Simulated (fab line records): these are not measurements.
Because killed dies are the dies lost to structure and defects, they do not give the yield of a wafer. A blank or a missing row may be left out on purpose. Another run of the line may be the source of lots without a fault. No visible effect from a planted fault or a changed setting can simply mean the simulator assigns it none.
The tool behind it: which one?	flow rit_cmos	14 lots, 42 wafers sampled, at 5 steps of a route of 202

WHAT THE GAUGES SHOWED, per wafer
RIT_WELLDRIVE_RS_MEAS_02: uses a four-point probe to measure.
lot	measured	on	PWELL_RS (ohm/sq)
L492	day 2 07:00	film_metro-03	430.1 429.3 431.6
L493	day 2 12:45	film_metro-04	429.1 429.1 428.5
L494	day 2 15:41	film_metro-03	429.7 428.9 428.1
L495	day 2 20:41	film_metro-03	430.4 428.6 429.7
L499	day 3 15:54	film_metro-03	463.2 462.6 462.3
L501	day 4 03:33	film_metro-03	464.0 464.0 464.5
L504	day 4 18:01	film_metro-04	429.8 429.7 429.3
L505	day 4 21:08	film_metro-03	428.2 428.3 429.0
L506	day 5 03:55	film_metro-04	430.8 431.1 431.0
L509	day 5 19:37	film_metro-03	429.4 428.9 429.7
L511	day 6 13:21	film_metro-03	429.1 428.4 427.4
L512	day 6 16:44	film_metro-01	428.3 429.9 429.9
L513	day 6 18:35	film_metro-01	427.1 428.7 427.0
L515	day 7 03:20	film_metro-01	429.1 429.1 430.0

RIT_NLDD_OVL_MEAS_06.
lot	measured	on	NLDD_OVL (nm)
L492	day 2 22:28	overlay-02	1.2 1.9 1.8
L493	day 3 02:31	overlay-01	1.0 -0.3 -1.5
L494	day 3 09:32	overlay-02	-1.3 -0.9 -0.5
L495	day 3 10:19	overlay-01	-1.9 0.2 -0.8
L499	day 4 05:39	overlay-01	-2.2 -1.8 -0.9
L501	day 4 16:49	overlay-02	1.2 1.5 1.5
L504	day 5 07:20	overlay-02	1.1 3.7 1.9
L505	day 5 11:32	overlay-01	-0.9 -0.7 0.2
L506	day 6 00:13	overlay-02	0.4 2.3 -0.6
L509	day 6 12:57	overlay-01	-1.6 -4.1 -4.2
L511	day 7 06:44	overlay-02	2.7 2.1 2.8
L512	day 7 06:52	overlay-01	-0.4 0.5 -0.3
L513	day 7 10:50	overlay-02	-0.2 -1.0 0.1
L515	day 7 19:31	overlay-01	0.0 -1.6 0.0

RIT_SDANNEAL_RS_MEAS_06: uses a four-point probe to measure.
lot	measured	on	PLDD_RS (ohm/sq)
L492	day 3 07:07	film_metro-04	178.3 178.5 178.6
L493	day 3 11:12	film_metro-02	178.2 178.6 178.5
L494	day 3 18:31	film_metro-02	179.3 179.5 179.1
L495	day 3 19:49	film_metro-02	178.5 178.5 177.9
L499	day 4 14:05	film_metro-01	178.7 178.5 179.0
L501	day 5 01:11	film_metro-01	178.4 179.0 178.7
L504	day 5 16:17	film_metro-01	178.2 177.9 178.1
L505	day 5 19:44	film_metro-04	177.8 178.4 178.2
L506	day 6 08:45	film_metro-02	178.8 178.7 179.1
L509	day 6 21:23	film_metro-02	178.9 178.6 178.8
L511	day 7 14:49	film_metro-02	179.2 178.7 178.8
L512	day 7 15:14	film_metro-04	178.1 178.5 178.6
L513	day 7 19:22	film_metro-04	178.0 178.4 178.3
L515	day 8 03:35	film_metro-01	178.7 178.3 178.3

RIT_CONTACT_THK_MEAS_01.
lot	measured	on	CONTACT_TEOS_THK (nm)
L492	day 3 07:55	film_metro-01	397 398 406
L493	day 3 12:03	film_metro-01	397 394 398
L494	day 3 19:18	film_metro-04	397 401 394
L495	day 3 20:36	film_metro-04	399 404 407
L499	day 4 14:53	film_metro-01	391 391 392
L501	day 5 02:02	film_metro-01	401 401 406
L504	day 5 17:05	film_metro-04	400 398 399
L505	day 5 20:33	film_metro-04	392 400 402
L506	day 6 09:34	film_metro-04	396 402 402
L509	day 6 22:12	film_metro-01	398 391 405
L511	day 7 15:38	film_metro-03	393 398 401
L512	day 7 16:04	film_metro-03	397 401 407
L513	day 7 20:10	film_metro-03	399 398 404
L515	day 8 04:23	film_metro-01	393 398 400

WHAT TOOL EACH LOT RAN ON (gives the tool, then ch and the chambers of the sampled wafers, and finally the start)
lot	RIT_PWELL_IMPLANT_08
L492	implanter-03 ch 0, day 2 01:25
L493	implanter-03 ch 0, day 2 06:59
L494	implanter-03 ch 0, day 2 10:02
L495	implanter-03 ch 0, day 2 14:41
L499	implanter-04 ch 0, day 3 10:08
L501	implanter-04 ch 0, day 3 21:44
L504	implanter-01 ch 0, day 4 12:04
L505	implanter-01 ch 0, day 4 15:33
L506	implanter-03 ch 0, day 4 22:20
L509	implanter-03 ch 0, day 5 13:44
L511	implanter-03 ch 0, day 6 07:23
L512	implanter-04 ch 0, day 6 09:59
L513	implanter-03 ch 0, day 6 12:49
L515	implanter-04 ch 0, day 6 21:44
- RIT_PWELL_IMPLANT_08

WHAT THE TOOLS THEMSELVES READ (means of the sampled wafers that have a number; where no wafer has one, the mark that the record gives instead)
The record holds no such reading with a usual standard deviation.

THE ANSWER, worked out from the rows above alone
Rule: the lots themselves supply what counts as usual. Put in order of their means at a reading, lots are off if they are a third of the lots or fewer, leave a main group of 4 or more, and stand apart from it by a gap of 3 or more times the standard deviation of the main group's means; of several such gaps the widest counts. The tables above print the reading to a certain number of digits; a main group whose means all agree to those digits is not used. A lot without any number at a reading at which 4 lots or more have one is off too. Any other lot the step has rows for is counted as sound. After the gauges, taken in route order, come the tools' own readings; for these a lot's mean is taken, as printed above. The first step at which some lot is off is used, and at that step the reading that is off furthest; a lot without a number counts as furthest.
Off: L499, L501, at RIT_WELLDRIVE_RS_MEAS_02 (PWELL_RS). The main group has a mean of 429.2 ohm/sq with a standard deviation of 0.86.
A tool fits if, at a process step before that reading, it ran every lot that is off, and no sound lot after the first of them. The gauges at RIT_WELLDRIVE_RS_MEAS_02 are tried like those tools. No candidate that was tried fits.

WHAT THE SIMULATOR HAD INSERTED
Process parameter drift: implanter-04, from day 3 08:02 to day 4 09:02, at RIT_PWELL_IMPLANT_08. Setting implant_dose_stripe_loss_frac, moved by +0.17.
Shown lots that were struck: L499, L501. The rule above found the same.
